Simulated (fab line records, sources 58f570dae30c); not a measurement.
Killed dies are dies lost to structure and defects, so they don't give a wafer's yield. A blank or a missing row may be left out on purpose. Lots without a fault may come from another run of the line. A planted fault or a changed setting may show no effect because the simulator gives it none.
One fault seen from 2 desks | flow berkeley_cmos170 | each desk has only its own numbers; what lay behind them comes last

THE TOOL OWNER'S DESK: plasma_asher-03
The tool's own readings at UCB170_M1_STRIP_13 (strips in O2): means of the sampled wafers that have a number, for each lot that ran on this tool. A lot is out of limits, marked OUT, if its mean lies more than 4 standard deviations from the usual mean; the brackets give that distance.
Columns: A = chamber_pressure_mTorr at UCB170_M1_STRIP_13, usual 3500 mTorr; B = drypump_motor_current_A at UCB170_M1_STRIP_13, usual 5.4 A; C = oes_product_au at UCB170_M1_STRIP_13, usual 0.721 a.u.
lot  | first seen here | A    | B   | C
L804 | day 7 19:48     | 3501 | 5.7 | 0.724
L803 | day 7 21:33     | 3500 | 5.6 | 0.719
L806 | day 8 01:24     | 3501 | 5.7 | 0.720
L816 | day 10 15:04    | 3502 | 5.6 | 0.766 (+9.3) OUT
This desk's finding: out of limits on L816; first on L816, day 10 15:04 (oes_product_au at UCB170_M1_STRIP_13). In limits: L804, L803, L806.

THE METROLOGY DESK
What the gauges read, lot by lot, whatever tool the lot ran on: means of the sampled wafers that have a number. A lot is out of limits, marked OUT, if its mean lies more than 4 standard deviations from the usual mean; the brackets give that distance.
Columns: A = NLDD_RS at UCB170_SDANNEAL_RS_MEAS_05, usual 616.4 ohm/sq; B = CONTACT_OVL at UCB170_CONTACT_OVL_MEAS_16, usual 0 nm
lot  | first seen here | A     | B
L805 | day 7 10:00     | 617.6 | 5
L802 | day 7 11:41     | 617.0 | -10
L804 | day 7 11:50     | 615.9 | -3
L803 | day 7 12:04     | 617.4 | 4
L806 | day 7 16:20     | 615.7 | -6
L807 | day 7 16:30     | 615.8 | 1
L809 | day 8 11:31     | 615.6 | 5
L811 | day 8 17:32     | 614.1 | -6
L815 | day 9 17:22     | 617.4 | 2
L816 | day 10 06:58    | 616.8 | 1
L820 | day 10 17:07    | 617.8 | -5
L821 | day 11 08:46    | 617.7 | -4
L825 | day 11 19:28    | 617.4 | -3
This desk's finding: nothing out of limits on any of the 13 lots.

PUT TOGETHER
The tool owner's desk could have raised an alarm at day 10 15:04, on L816.
The metrology desk saw nothing out of limits.
The metrology desk has L816 on record, within its limits.
Of the lots named, all ran UCB170_M1_STRIP_13 on plasma_asher-03.

WHAT THE SIMULATOR HAD PUT IN
Process parameter drift: plasma_asher-03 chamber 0, from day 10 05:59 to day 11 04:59, at UCB170_M1_STRIP_13. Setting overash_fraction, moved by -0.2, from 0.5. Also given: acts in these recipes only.
Lots struck among those shown: L816.
Hours from the fault's start to each desk's first reading out of limits: the tool owner's desk, 9.
